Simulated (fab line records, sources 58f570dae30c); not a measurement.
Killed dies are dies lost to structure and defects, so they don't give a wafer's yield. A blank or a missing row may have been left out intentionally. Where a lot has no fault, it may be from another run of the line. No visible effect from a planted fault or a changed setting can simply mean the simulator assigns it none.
Split-lot study || flow berkeley cmos170 || 27 wafers read from 5 lots, route of 331 steps

== ON THE SPLIT ==
At UCB170_SDANNEAL_RTA_00 (time 10 s), the setting time s was moved away from the recipe's 10 s on 9 of the 27 wafers read, by -47.8% to +34.7%. The other wafers ran this setting at the recipe's value.

== SPLIT TO READING: what lies between them in the file, 1 step ==
- UCB170_SDANNEAL_RTA_01: time 5 s

== THE READING ==
PSD_RS (ohm/sq), read at UCB170_SDANNEAL_RS_MEAS_02 with a four-point probe. Fault-free wafers of this fab line usually give 75.6 ohm/sq, standard deviation 0.32 ohm/sq.

{"wafer": "L074.1", "tool, chamber at the split": "rtp anneal-02, 0", "time s as run, s": 5.218, "against the recipe": "-47.8%", "PSD_RS, ohm/sq": 76.9, "against lot-mates on the recipe": "+0.9"}
{"wafer": "L074.2", "tool, chamber at the split": "rtp anneal-02, 0", "time s as run, s": 10, "against the recipe": "recipe", "PSD_RS, ohm/sq": 75.9, "against lot-mates on the recipe": "-"}
{"wafer": "L074.3", "tool, chamber at the split": "rtp anneal-02, 0", "time s as run, s": 10, "against the recipe": "recipe", "PSD_RS, ohm/sq": 75.9, "against lot-mates on the recipe": "-"}
{"wafer": "L074.4", "tool, chamber at the split": "rtp anneal-02, 0", "time s as run, s": 5.218, "against the recipe": "-47.8%", "PSD_RS, ohm/sq": 76.8, "against lot-mates on the recipe": "+0.8"}
{"wafer": "L074.5", "tool, chamber at the split": "rtp anneal-02, 0", "time s as run, s": 5.218, "against the recipe": "-47.8%", "PSD_RS, ohm/sq": 77.0, "against lot-mates on the recipe": "+1.0"}
{"wafer": "L074.6", "tool, chamber at the split": "rtp anneal-02, 0", "time s as run, s": 10, "against the recipe": "recipe", "PSD_RS, ohm/sq": 76.1, "against lot-mates on the recipe": "-"}
{"wafer": "L081.1", "tool, chamber at the split": "rtp anneal-01, 0", "time s as run, s": 10, "against the recipe": "recipe", "PSD_RS, ohm/sq": 75.8, "against lot-mates on the recipe": "-"}
{"wafer": "L081.2", "tool, chamber at the split": "rtp anneal-01, 0", "time s as run, s": 10, "against the recipe": "recipe", "PSD_RS, ohm/sq": 75.7, "against lot-mates on the recipe": "-"}
{"wafer": "L081.3", "tool, chamber at the split": "rtp anneal-01, 0", "time s as run, s": 12.86, "against the recipe": "+28.6%", "PSD_RS, ohm/sq": 75.7, "against lot-mates on the recipe": -0.1}
{"wafer": "L081.4", "tool, chamber at the split": "rtp anneal-01, 0", "time s as run, s": 12.86, "against the recipe": "+28.6%", "PSD_RS, ohm/sq": 75.5, "against lot-mates on the recipe": -0.3}
{"wafer": "L081.5", "tool, chamber at the split": "rtp anneal-01, 0", "time s as run, s": 12.86, "against the recipe": "+28.6%", "PSD_RS, ohm/sq": 75.4, "against lot-mates on the recipe": -0.4}
{"wafer": "L081.6", "tool, chamber at the split": "rtp anneal-01, 0", "time s as run, s": 10, "against the recipe": "recipe", "PSD_RS, ohm/sq": 75.8, "against lot-mates on the recipe": "-"}
{"wafer": "L080.1", "tool, chamber at the split": "rtp anneal-02, 0", "time s as run, s": 10, "against the recipe": "recipe", "PSD_RS, ohm/sq": 75.7, "against lot-mates on the recipe": "-"}
{"wafer": "L080.2", "tool, chamber at the split": "rtp anneal-02, 0", "time s as run, s": 10, "against the recipe": "recipe", "PSD_RS, ohm/sq": 75.5, "against lot-mates on the recipe": "-"}
{"wafer": "L080.3", "tool, chamber at the split": "rtp anneal-02, 0", "time s as run, s": 13.47, "against the recipe": "+34.7%", "PSD_RS, ohm/sq": 75.0, "against lot-mates on the recipe": -0.6}
{"wafer": "L080.4", "tool, chamber at the split": "rtp anneal-02, 0", "time s as run, s": 10, "against the recipe": "recipe", "PSD_RS, ohm/sq": 75.7, "against lot-mates on the recipe": "-"}
{"wafer": "L080.5", "tool, chamber at the split": "rtp anneal-02, 0", "time s as run, s": 13.47, "against the recipe": "+34.7%", "PSD_RS, ohm/sq": 74.8, "against lot-mates on the recipe": -0.8}
{"wafer": "L080.6", "tool, chamber at the split": "rtp anneal-02, 0", "time s as run, s": 13.47, "against the recipe": "+34.7%", "PSD_RS, ohm/sq": 74.9, "against lot-mates on the recipe": -0.7}
{"wafer": "L084.1", "tool, chamber at the split": "rtp anneal-01, 0", "time s as run, s": 10, "against the recipe": "recipe", "PSD_RS, ohm/sq": 75.2, "against lot-mates on the recipe": "-"}
{"wafer": "L084.2", "tool, chamber at the split": "rtp anneal-01, 0", "time s as run, s": 10, "against the recipe": "recipe", "PSD_RS, ohm/sq": 75.5, "against lot-mates on the recipe": "-"}
{"wafer": "L084.3", "tool, chamber at the split": "rtp anneal-01, 0", "time s as run, s": 10, "against the recipe": "recipe", "PSD_RS, ohm/sq": 75.2, "against lot-mates on the recipe": "-"}
{"wafer": "L084.4", "tool, chamber at the split": "rtp anneal-01, 0", "time s as run, s": 10, "against the recipe": "recipe", "PSD_RS, ohm/sq": 75.0, "against lot-mates on the recipe": "-"}
{"wafer": "L084.5", "tool, chamber at the split": "rtp anneal-01, 0", "time s as run, s": 10, "against the recipe": "recipe", "PSD_RS, ohm/sq": 75.1, "against lot-mates on the recipe": "-"}
{"wafer": "L084.6", "tool, chamber at the split": "rtp anneal-01, 0", "time s as run, s": 10, "against the recipe": "recipe", "PSD_RS, ohm/sq": 75.3, "against lot-mates on the recipe": "-"}
{"wafer": "L085.2", "tool, chamber at the split": "rtp anneal-01, 0", "time s as run, s": 10, "against the recipe": "recipe", "PSD_RS, ohm/sq": 75.8, "against lot-mates on the recipe": "-"}
{"wafer": "L085.3", "tool, chamber at the split": "rtp anneal-01, 0", "time s as run, s": 10, "against the recipe": "recipe", "PSD_RS, ohm/sq": 76.2, "against lot-mates on the recipe": "-"}
{"wafer": "L085.4", "tool, chamber at the split": "rtp anneal-01, 0", "time s as run, s": 10, "against the recipe": "recipe", "PSD_RS, ohm/sq": 76.0, "against lot-mates on the recipe": "-"}

THE FIT
A straight line over all 27 wafers: PSD_RS changes by -0.0209 ohm/sq for each +1% of time s; r = -0.81; the points scatter about the line by 0.34 ohm/sq.
The same after taking each lot's own level away (the mean of its wafers on the recipe; 27 wafers): -0.0179 ohm/sq for each +1%; r = -0.93; scatter 0.16 ohm/sq.
Per that fit: largest time s move, reading shift of 0.86 ohm/sq.
From 75.22 to 76.00 ohm/sq: that is the span of the lots' own levels, equal to 2.4 times the standard deviation above.
So the slope is not independent of the lot-to-lot level: the two fits are not the same.
Check: with one of the wafers moved furthest among these (-47.8%) left out of the fit, the line predicts +0.869 ohm/sq for it against its lot-mates. Against them it came out at +0.933 ohm/sq.

== THESE WAFERS: OTHER SPLITS ==
Note: prior to the reading, these wafers also went through further splits. Each is held against what the fit with the lots' levels taken away leaves over:
{"other split on the same wafers": "UCB170_START_OXIDATION_02 ox time s", "wafers away from the commonest value": 21, "r with PSD_RS (lot level and that fit taken away)": -0.23}
{"other split on the same wafers": "UCB170_PWELL_OXIDATION_02 ox time s", "wafers away from the commonest value": 6, "r with PSD_RS (lot level and that fit taken away)": -0.29}
{"other split on the same wafers": "UCB170_WELLDRIVE_OXIDATION_01 ox time s", "wafers away from the commonest value": 18, "r with PSD_RS (lot level and that fit taken away)": -0.25}
{"other split on the same wafers": "UCB170_FIELD_WET_ETCH_05 time s", "wafers away from the commonest value": 21, "r with PSD_RS (lot level and that fit taken away)": -0.34}

== FILE'S OWN FIT ==
PSD_RS changes by -0.0176 ohm/sq for each +1% of time s, r = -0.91.
